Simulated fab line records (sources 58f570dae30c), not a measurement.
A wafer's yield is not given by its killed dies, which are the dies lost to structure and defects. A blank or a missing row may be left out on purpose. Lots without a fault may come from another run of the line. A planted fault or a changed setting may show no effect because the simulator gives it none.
fab line records | flow berkeley-cmos170 | part 2 of 2: steps 30 to 40 of 40
record: lots: 5 | wafers: 15 | last-day: 12
route steps=331 shown PSD@176 NSD@187 BACKSIDE@199 SDANNEAL@204 PLDD@208 NLDD@209 SILICIDE@210
lots that met no fault: from a run of the same line without faults
start-h: the number of hours between the record's first day and the start of the first shown wafer of the lot | wait-h: hours since the lot's step before | " the same as in the row above | L1.1+2: one row covering several wafers at once | - either no value or no given start | * or withheld: withheld | < > ~ a bound
route shown NAME@n: names a module that has steps shown in the file, with the first one's number in the route | usual: mean/standard deviation of fault-free wafers | same: alike in all rows | chamber/n: place in a boat | sites: per-site readings | _std_site: standard deviation across them | _edge_site: the outer-site mean with the inner-site mean subtracted | radius-mm: how far each site lies from the wafer's centre | mask NAME#n: copy n | behind: the last tool/chamber to shape the wafer | hold: reason for holding the lot/hours on hold/outcome of the hold | device: the n, p or np transistor that did not switch | end of line: the same wafers' tests at the end of the route | a step given without rows: its recipe and nothing more | killed: not the wafer's yield, but the dies lost to structure and defects at the first sort | map: shows each die of a wafer: x if killed, . if not, _ if none is there
set.NAME: the run value of the setting; set.NAME@STEP: its run value at that earlier step | model.NAME: the simulator's own value behind a step, which no gauge read
lots at some steps of the route; a table a step, a row a wafer
services: from which hour (start-h, from the record's first day; less than 0 if before it) a tool's chamber was out of use, for how many hours, and why
== steps ==
step: UCB170_SDANNEAL_RTA_01
recipe: temp-c: 1050 | time-s: 5 | ambient: N2
usual: lamp-power-pct: 38.0/1.8 | wafer_temp_C_max: 1054.2/1.1
lot.wafer | tool          | chamber | start-h | wait-h | lamp-power-pct | wafer_temp_C_max
L075.1    | rtp-anneal-02 | 0       | 140.95  | 0.1    | 36.2           | 1055.8
L075.3    | "             | 0       | "       | "      | 36.1           | 1054.3
L075.5    | "             | 0       | "       | "      | 36.2           | 1054.0
L082.2    | rtp-anneal-02 | 0       | 180.15  | 0.1    | 36.2           | 1056.9
L082.3    | "             | 0       | "       | "      | 36.2           | 1054.7
L082.4    | "             | 0       | "       | "      | 36.2           | 1054.4
L085.1    | rtp-anneal-01 | 0       | 190.69  | 0.1    | 39.7           | 1054.7
L085.4    | "             | 0       | "       | "      | 39.8           | 1053.6
L085.5    | "             | 0       | "       | "      | 39.8           | 1054.5
L095.3    | rtp-anneal-02 | 0       | 236.54  | 0.1    | 36.1           | 1054.7
L095.4    | "             | 0       | "       | "      | 36.2           | 1055.6
L095.6    | "             | 0       | "       | "      | 36.2           | 1053.8
L097.3    | rtp-anneal-02 | 0       | 259.34  | 0.1    | 36.2           | 1055.5
L097.5    | "             | 0       | "       | "      | 36.2           | 1054.8
L097.6    | "             | 0       | "       | "      | 36.2           | 1053.3
step: UCB170_SDANNEAL_RS_MEAS_02
recipe: thk-meas-gauge: four-point-probe
usual: PSD_RS: 75.57/0.26
lot.wafer | tool          | chamber | start-h | wait-h | PSD_RS[ohm/sq]
L075.1    | film-metro-04 | -       | 141.00  | 0.0    | 75.76
L075.3    | "             | -       | "       | "      | 76.10
L075.5    | "             | -       | "       | "      | 76.08
L082.2    | film-metro-04 | -       | 180.42  | 0.3    | 75.54
L082.3    | "             | -       | "       | "      | 75.70
L082.4    | "             | -       | "       | "      | 75.63
L085.1    | film-metro-03 | -       | 190.74  | 0.0    | 75.04
L085.4    | "             | -       | "       | "      | 75.38
L085.5    | "             | -       | "       | "      | 75.04
L095.3    | film-metro-04 | -       | 236.62  | 0.1    | 75.04
L095.4    | "             | -       | "       | "      | 75.40
L095.6    | "             | -       | "       | "      | 75.62
L097.3    | film-metro-02 | -       | 259.42  | 0.1    | 75.78
L097.5    | "             | -       | "       | "      | 75.80
L097.6    | "             | -       | "       | "      | 75.61
step: UCB170_SDANNEAL_RS_MEAS_03
recipe: thk-meas-gauge: four-point-probe
usual: NSD_RS: 37.25/0.088
lot.wafer | tool          | chamber | start-h | wait-h | NSD_RS[ohm/sq]
L075.1    | film-metro-04 | -       | 141.12  | 0.1    | 37.23
L075.3    | "             | -       | "       | "      | 37.22
L075.5    | "             | -       | "       | "      | 37.17
L082.2    | film-metro-04 | -       | 180.54  | 0.1    | 37.17
L082.3    | "             | -       | "       | "      | 37.21
L082.4    | "             | -       | "       | "      | 37.19
L085.1    | film-metro-03 | -       | 190.86  | 0.1    | 37.07
L085.4    | "             | -       | "       | "      | 37.06
L085.5    | "             | -       | "       | "      | 37.07
L095.3    | film-metro-04 | -       | 236.74  | 0.1    | 37.24
L095.4    | "             | -       | "       | "      | 37.24
L095.6    | "             | -       | "       | "      | 37.40
L097.3    | film-metro-02 | -       | 259.54  | 0.1    | 37.24
L097.5    | "             | -       | "       | "      | 37.24
L097.6    | "             | -       | "       | "      | 37.28
step: UCB170_SDANNEAL_RS_MEAS_04
recipe: thk-meas-gauge: four-point-probe
usual: PLDD_RS: 1031/3.1
lot.wafer | tool          | chamber | start-h | wait-h | PLDD_RS[ohm/sq]
L075.1    | film-metro-04 | -       | 141.24  | 0.1    | 1030
L075.3    | "             | -       | "       | "      | 1027
L075.5    | "             | -       | "       | "      | 1029
L082.2    | film-metro-04 | -       | 180.66  | 0.1    | 1037
L082.3    | "             | -       | "       | "      | 1036
L082.4    | "             | -       | "       | "      | 1034
L085.1    | film-metro-03 | -       | 190.98  | 0.1    | 1030
L085.4    | "             | -       | "       | "      | 1031
L085.5    | "             | -       | "       | "      | 1030
L095.3    | film-metro-04 | -       | 236.86  | 0.1    | 1034
L095.4    | "             | -       | "       | "      | 1033
L095.6    | "             | -       | "       | "      | 1035
L097.3    | film-metro-02 | -       | 259.66  | 0.1    | 1037
L097.5    | "             | -       | "       | "      | 1034
L097.6    | "             | -       | "       | "      | 1036
step: UCB170_SDANNEAL_RS_MEAS_05
recipe: thk-meas-gauge: four-point-probe
usual: NLDD_RS: 616.4/1.4
lot.wafer | tool          | chamber | start-h | wait-h | NLDD_RS[ohm/sq]
L075.1    | film-metro-04 | -       | 141.36  | 0.1    | 615.9
L075.3    | "             | -       | "       | "      | 617.0
L075.5    | "             | -       | "       | "      | 617.3
L082.2    | film-metro-04 | -       | 180.78  | 0.1    | 616.4
L082.3    | "             | -       | "       | "      | 614.1
L082.4    | "             | -       | "       | "      | 616.1
L085.1    | film-metro-03 | -       | 191.10  | 0.1    | 615.7
L085.4    | "             | -       | "       | "      | 615.9
L085.5    | "             | -       | "       | "      | 618.0
L095.3    | film-metro-04 | -       | 236.98  | 0.1    | 616.3
L095.4    | "             | -       | "       | "      | 615.2
L095.6    | "             | -       | "       | "      | 615.6
L097.3    | film-metro-02 | -       | 259.78  | 0.1    | 616.8
L097.5    | "             | -       | "       | "      | 616.2
L097.6    | "             | -       | "       | "      | 616.3
step: UCB170_SILICIDE_PRE_CLEAN_00
recipe: gas: Ar | preclean-etch-time-s: 60
lot.wafer  | tool           | chamber | start-h | wait-h
L075.1+3+5 | pvd-sputter-02 | -       | 141.48  | 0.1
L082.2+3+4 | pvd-sputter-01 | -       | 180.88  | 0.1
L085.1+4+5 | pvd-sputter-02 | -       | 191.22  | 0.1
L095.3+4+6 | pvd-sputter-04 | -       | 237.06  | 0.1
L097.3+5+6 | pvd-sputter-02 | -       | 259.86  | 0.1
step: UCB170_SILICIDE_SPUTTER_01
recipe: material: Ti | target-thk-nm: 30 | time-s: 25 | power-w: 1500 | chamber-pressure-pa: 0.5
usual: throttle-valve-pct: 29.5/0.62
lot.wafer | tool           | chamber | start-h | wait-h | throttle-valve-pct
L075.1    | pvd-sputter-02 | -       | 141.55  | 0.0    | 29.4
L075.3    | "              | -       | "       | "      | 28.8
L075.5    | "              | -       | "       | "      | 29.1
L082.2    | pvd-sputter-01 | -       | 180.95  | 0.0    | 29.4
L082.3    | "              | -       | "       | "      | 30.5
L082.4    | "              | -       | "       | "      | 28.6
L085.1    | pvd-sputter-02 | -       | 191.29  | 0.0    | 29.6
L085.4    | "              | -       | "       | "      | 29.1
L085.5    | "              | -       | "       | "      | 28.9
L095.3    | pvd-sputter-04 | -       | 237.13  | 0.0    | 28.8
L095.4    | "              | -       | "       | "      | 29.4
L095.6    | "              | -       | "       | "      | 30.2
L097.3    | pvd-sputter-02 | -       | 259.92  | 0.0    | 28.9
L097.5    | "              | -       | "       | "      | 29.5
L097.6    | "              | -       | "       | "      | 30.1
step: UCB170_SILICIDE_RS_MEAS_02
recipe: thk-meas-gauge: four-point-probe | reads: Ti_of_SILICIDE_SPUTTER_01
usual: SILICIDE_TI_RS: 26.3/0.34
lot.wafer | tool          | chamber | start-h | wait-h | SILICIDE_TI_RS[ohm/sq]
L075.1    | film-metro-01 | -       | 141.58  | 0.0    | 25.9
L075.3    | "             | -       | "       | "      | 26.0
L075.5    | "             | -       | "       | "      | 26.2
L082.2    | film-metro-01 | -       | 181.00  | 0.0    | 25.9
L082.3    | "             | -       | "       | "      | 26.0
L082.4    | "             | -       | "       | "      | 26.2
L085.1    | film-metro-01 | -       | 191.32  | 0.0    | 25.9
L085.4    | "             | -       | "       | "      | 26.2
L085.5    | "             | -       | "       | "      | 26.2
L095.3    | film-metro-01 | -       | 237.20  | 0.1    | 26.1
L095.4    | "             | -       | "       | "      | 26.1
L095.6    | "             | -       | "       | "      | 26.0
L097.3    | film-metro-01 | -       | 259.99  | 0.1    | 26.8
L097.5    | "             | -       | "       | "      | 26.7
L097.6    | "             | -       | "       | "      | 27.3
step: UCB170_SILICIDE_THK_MEAS_03
recipe: thk-meas-gauge: xrf | reads: Ti_of_SILICIDE_SPUTTER_01
usual: SILICIDE_TI_THK: 29.2/0.38
lot.wafer | tool          | chamber | start-h | wait-h | SILICIDE_TI_THK[nm]
L075.1    | film-metro-01 | -       | 141.70  | 0.1    | 29.5
L075.3    | "             | -       | "       | "      | 29.3
L075.5    | "             | -       | "       | "      | 29.3
L082.2    | film-metro-01 | -       | 181.11  | 0.1    | 29.5
L082.3    | "             | -       | "       | "      | 29.3
L082.4    | "             | -       | "       | "      | 29.2
L085.1    | film-metro-01 | -       | 191.44  | 0.1    | 29.6
L085.4    | "             | -       | "       | "      | 29.2
L085.5    | "             | -       | "       | "      | 29.2
L095.3    | film-metro-01 | -       | 237.30  | 0.1    | 29.2
L095.4    | "             | -       | "       | "      | 29.3
L095.6    | "             | -       | "       | "      | 29.3
L097.3    | film-metro-01 | -       | 260.09  | 0.1    | 28.6
L097.5    | "             | -       | "       | "      | 28.8
L097.6    | "             | -       | "       | "      | 28.3
step: UCB170_SILICIDE_RTA_04
recipe: temp-c: 650 | time-s: 15 | ambient: N2
usual: lamp-power-pct: 10.5/0.5 | wafer_temp_C_max: 652.6/0.67
lot.wafer | tool          | chamber | start-h | wait-h | lamp-power-pct | wafer_temp_C_max
L075.1    | rtp-anneal-01 | 0       | 141.76  | 0.1    | 11.0           | 652.3
L075.3    | "             | 0       | "       | "      | 11.0           | 652.3
L075.5    | "             | 0       | "       | "      | 11.0           | 651.8
L082.2    | rtp-anneal-01 | 0       | 181.17  | 0.1    | 11.0           | 652.3
L082.3    | "             | 0       | "       | "      | 11.0           | 652.3
L082.4    | "             | 0       | "       | "      | 11.0           | 652.6
L085.1    | rtp-anneal-01 | 0       | 191.50  | 0.1    | 11.0           | 651.7
L085.4    | "             | 0       | "       | "      | 11.0           | 651.7
L085.5    | "             | 0       | "       | "      | 11.0           | 652.5
L095.3    | rtp-anneal-02 | 0       | 237.36  | 0.1    | 10.0           | 653.4
L095.4    | "             | 0       | "       | "      | 10.0           | 652.9
L095.6    | "             | 0       | "       | "      | 10.0           | 653.8
L097.3    | rtp-anneal-01 | 0       | 260.16  | 0.1    | 11.0           | 652.3
L097.5    | "             | 0       | "       | "      | 11.1           | 652.4
L097.6    | "             | 0       | "       | "      | 11.0           | 652.3
step: UCB170_SILICIDE_WET_ETCH_05
recipe: chemistry: SPM | time-s: 45 | temp-c: 120 | target: Ti
lot.wafer  | tool         | chamber | start-h | wait-h
L075.1+3+5 | wet-bench-03 | 0       | 141.84  | 0.1
L082.2+3+4 | wet-bench-01 | 2       | 181.23  | 0.1
L085.1+4+5 | wet-bench-01 | 3       | 191.58  | 0.1
L095.3+4+6 | wet-bench-01 | 1       | 237.41  | 0.0
L097.3+5+6 | wet-bench-03 | 0       | 263.46  | 3.3
== services ==
tool            | chamber | start-h | hours | kind
pvd-sputter-02  | -       | 124.44  | 1.4   | repair
plasma-asher-01 | -       | 126.32  | 7.1   | repair
krf-scanner-02  | -       | 126.54  | 0.8   | pm
krf-scanner-02  | -       | 138.42  | 10.5  | repair
krf-scanner-02  | -       | 138.46  | 0.2   | repair
implanter-01    | -       | 142.44  | 1.2   | repair
implanter-01    | -       | 142.60  | 1.3   | repair
krf-scanner-02  | -       | 148.87  | 1.0   | pm
implanter-04    | -       | 155.32  | 92.9  | repair
krf-scanner-02  | -       | 156.76  | 1.3   | pm
krf-scanner-01  | -       | 158.51  | 1.0   | pm
implanter-02    | -       | 168.31  | 31.9  | repair
krf-scanner-01  | -       | 179.41  | 1.3   | pm
krf-scanner-02  | -       | 185.12  | 3.6   | pm
krf-scanner-02  | -       | 199.50  | 1.0   | repair
implanter-02    | -       | 202.21  | 20.0  | repair
rtp-anneal-02   | -       | 209.11  | 0.9   | pm
implanter-01    | -       | 215.60  | 0.7   | repair
pvd-sputter-02  | -       | 217.03  | 3.4   | repair
krf-scanner-02  | -       | 224.85  | 4.8   | repair
implanter-01    | -       | 235.62  | 1.8   | repair
implanter-02    | -       | 243.90  | 3.5   | repair
pvd-sputter-02  | -       | 244.45  | 1.8   | repair
krf-scanner-01  | -       | 245.97  | 0.8   | pm
